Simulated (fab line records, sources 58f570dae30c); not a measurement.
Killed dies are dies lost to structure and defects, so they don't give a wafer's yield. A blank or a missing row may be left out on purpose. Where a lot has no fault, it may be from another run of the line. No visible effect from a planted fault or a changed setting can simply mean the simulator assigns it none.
What tool caused it?    flow berkeley_cmos170    Sampling: 6 lots, 18 wafers, 3 of 331 route steps

== WHAT THE GAUGES SHOWED, per wafer ==
UCB170_V2_THK_MEAS_01.
lot   measured      on             V2_TEOS_THK (nm)
L851  day 7 21:16   film_metro-03  2004 2035 2029
L854  day 8 06:52   film_metro-02  1980 2039 2009
L852  day 8 07:14   film_metro-03  1974 1988 2005
L865  day 10 22:10  film_metro-01  3157 3207 2017 3159 3208 2018
L867  day 11 02:21  film_metro-02  2025 2021 2022
L872  day 12 06:50  film_metro-01  1948 1963 2025

== EACH LOT AND THE TOOL THAT RAN IT (in order: tool; ch and the chambers of the sampled wafers; start) ==
lot   UCB170_M2_STRIP_07                    UCB170_V2_CVD_00
L851  plasma_asher-03 ch 0,1, day 7 19:05   pecvd-02 ch 0,1,2, day 7 21:10
L854  plasma_asher-03 ch 0,1, day 8 04:47   pecvd-02 ch 1,2, day 8 06:42
L852  plasma_asher-03 ch 1, day 8 05:04     pecvd-03 ch 0,1,2, day 8 07:05
L865  plasma_asher-04 ch 0,1, day 10 19:19  pecvd-02 ch 0,1, day 10 22:00
L867  plasma_asher-02 ch 0,1, day 11 00:11  pecvd-03 ch 0,1,2, day 11 02:11
L872  plasma_asher-03 ch 0,1, day 12 04:37  pecvd-03 ch 0,1,2, day 12 06:40
- UCB170_M2_STRIP_07: strips in O2.
- UCB170_V2_CVD_00: deposits SiO2 from TEOS/O2, target thk 2000 nm, time 250 s.

== THE ANSWER, worked out from the rows above alone ==
Rule: the lots themselves supply what counts as usual. The widest of any qualifying gaps counts: lots, ordered by their means at a reading, are off when they make up no more than a third of the lots, leave a main group of 4 or more, and stand apart from it by 3 or more times the standard deviation of that group's means. A main group is skipped when, at the precision printed for the reading in the tables above, its means are all equal. A lot without any number at a reading at which 4 lots or more have one is off too. All remaining lots with rows at the step are treated as sound.
Off: L865, seen at UCB170_V2_THK_MEAS_01 (V2_TEOS_THK). Mean 2004 nm and standard deviation 18 in the main group.
If a tool, at a process step before that reading, ran all the lots that are off and no sound lot after the first of them, it fits. Gauges at UCB170_V2_THK_MEAS_01: tried the same way as those tools. This does not decide it: 2 tools fit, namely plasma_asher-04 at UCB170_M2_STRIP_07 and pecvd-02 at UCB170_V2_CVD_00.

== WHAT THE SIMULATOR HAD INSERTED ==
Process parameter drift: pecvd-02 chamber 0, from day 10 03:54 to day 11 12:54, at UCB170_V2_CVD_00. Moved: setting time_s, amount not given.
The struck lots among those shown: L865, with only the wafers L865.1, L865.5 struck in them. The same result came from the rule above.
